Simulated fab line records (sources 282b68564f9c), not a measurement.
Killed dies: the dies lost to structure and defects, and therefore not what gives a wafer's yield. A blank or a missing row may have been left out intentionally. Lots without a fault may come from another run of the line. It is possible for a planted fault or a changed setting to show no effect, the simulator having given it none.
Check of tool commonality | flow ritCmos | 15 lots and 54 wafers in the sample

== WHAT PROMPTED THE OPENING ==
RIT_ACTIVE_THK_MEAS_04, reading ACTIVE_NITRIDE_THK: flagged on 3 of 15 lots. No-fault wafers: 150.8 nm, standard deviation 1.3.
Rule: a lot is flagged when every wafer of it that has a number lies more than 4 standard deviations from that mean, or none has a number. As for the other lots, they are considered sound.

lot  | measured    | on           | ACTIVE_NITRIDE_THK (nm), wafer by wafer | flag
L754 | day 1 13:52 | filmMetro-04 | 150.7 152.0 152.0                       | 
L756 | day 1 23:40 | filmMetro-01 | 150.2 150.0 150.2                       | 
L758 | day 2 10:14 | filmMetro-03 | 154.3 152.7 152.9                       | 
L759 | day 2 16:13 | filmMetro-01 | 150.5 151.0 150.3                       | 
L760 | day 2 20:37 | filmMetro-03 | 149.9 150.3 150.1                       | 
L761 | day 3 03:52 | filmMetro-04 | 300.4 301.9 299.4 300.7 301.8 299.7     | FLAGGED
L762 | day 3 05:32 | filmMetro-01 | 149.0 150.9 150.0                       | 
L765 | day 4 00:05 | filmMetro-03 | 303.5 304.8 303.1 303.4 304.8 303.3     | FLAGGED
L770 | day 5 01:13 | filmMetro-04 | 304.0 301.4 302.0 303.8 301.3 301.9     | FLAGGED
L771 | day 5 04:39 | filmMetro-01 | 151.6 152.3 151.8                       | 
L772 | day 5 10:55 | filmMetro-01 | 151.7 151.4 152.1                       | 
L774 | day 5 18:42 | filmMetro-04 | 151.7 149.6 150.4                       | 
L775 | day 6 03:10 | filmMetro-04 | 151.6 150.3 150.6                       | 
L776 | day 6 08:15 | filmMetro-04 | 148.7 148.3 148.7                       | 
L777 | day 6 10:30 | filmMetro-03 | 151.4 151.1 150.7                       | 
The numbers of the flagged lots are 302.3 nm on average: +151.5 nm against the usual, or +99 or more standard deviations.

== EACH LOT AND THE TOOL IT RAN ON ==
The record holds 1 process step before the reading, out of a route of 202 steps. Cell contents, in order: the tool; ch with the chambers the sampled wafers went through; the start.
lot  | flag    | RIT_ACTIVE_CVD_03
L754 |         | lpcvd-02 ch 1, day 1 12:28
L756 |         | lpcvd-02 ch 1, day 1 22:14
L758 |         | lpcvd-01 ch 0, day 2 08:07
L759 |         | lpcvd-02 ch 1, day 2 14:48
L760 |         | lpcvd-02 ch 0, day 2 19:11
L761 | FLAGGED | lpcvd-01 ch 1, day 2 23:26
L762 |         | lpcvd-02 ch 0, day 3 04:07
L765 | FLAGGED | lpcvd-01 ch 1, day 3 20:26
L770 | FLAGGED | lpcvd-02 ch 1, day 4 20:47
L771 |         | lpcvd-01 ch 1, day 5 03:13
L772 |         | lpcvd-01 ch 0, day 5 09:31
L774 |         | lpcvd-01 ch 0, day 5 17:16
L775 |         | lpcvd-01 ch 0, day 6 01:02
L776 |         | lpcvd-02 ch 1, day 6 06:50
L777 |         | lpcvd-01 ch 1, day 6 09:05
These steps, and what they do:
- RIT_ACTIVE_CVD_03: deposits Si3N4 from SiH2Cl2/NH3, target thk 150 nm, time 1500 s.
- RIT_ACTIVE_THK_MEAS_04

== FLAGGED OVER TOTAL, TOOL BY TOOL (the gauges that took the reading come last) ==
step                   | tool         | lots run | flagged | share of the flagged lots | sound lots run after its first flagged lot
RIT_ACTIVE_CVD_03      | lpcvd-01     | 8        | 2       | some                      | 5 (L771,L772,L774,L775,L777)
RIT_ACTIVE_CVD_03      | lpcvd-02     | 7        | 1       | some                      | 1 (L776)
RIT_ACTIVE_THK_MEAS_04 | filmMetro-01 | 5        | 0       | none                      | -
RIT_ACTIVE_THK_MEAS_04 | filmMetro-03 | 4        | 1       | some                      | 1 (L777)
RIT_ACTIVE_THK_MEAS_04 | filmMetro-04 | 6        | 2       | some                      | 3 (L774,L775,L776)

== WHAT IS ALLOWED BY THE TABLE ==
No row of the table ran every flagged lot.

== WHAT THE SIMULATOR PUT IN ==
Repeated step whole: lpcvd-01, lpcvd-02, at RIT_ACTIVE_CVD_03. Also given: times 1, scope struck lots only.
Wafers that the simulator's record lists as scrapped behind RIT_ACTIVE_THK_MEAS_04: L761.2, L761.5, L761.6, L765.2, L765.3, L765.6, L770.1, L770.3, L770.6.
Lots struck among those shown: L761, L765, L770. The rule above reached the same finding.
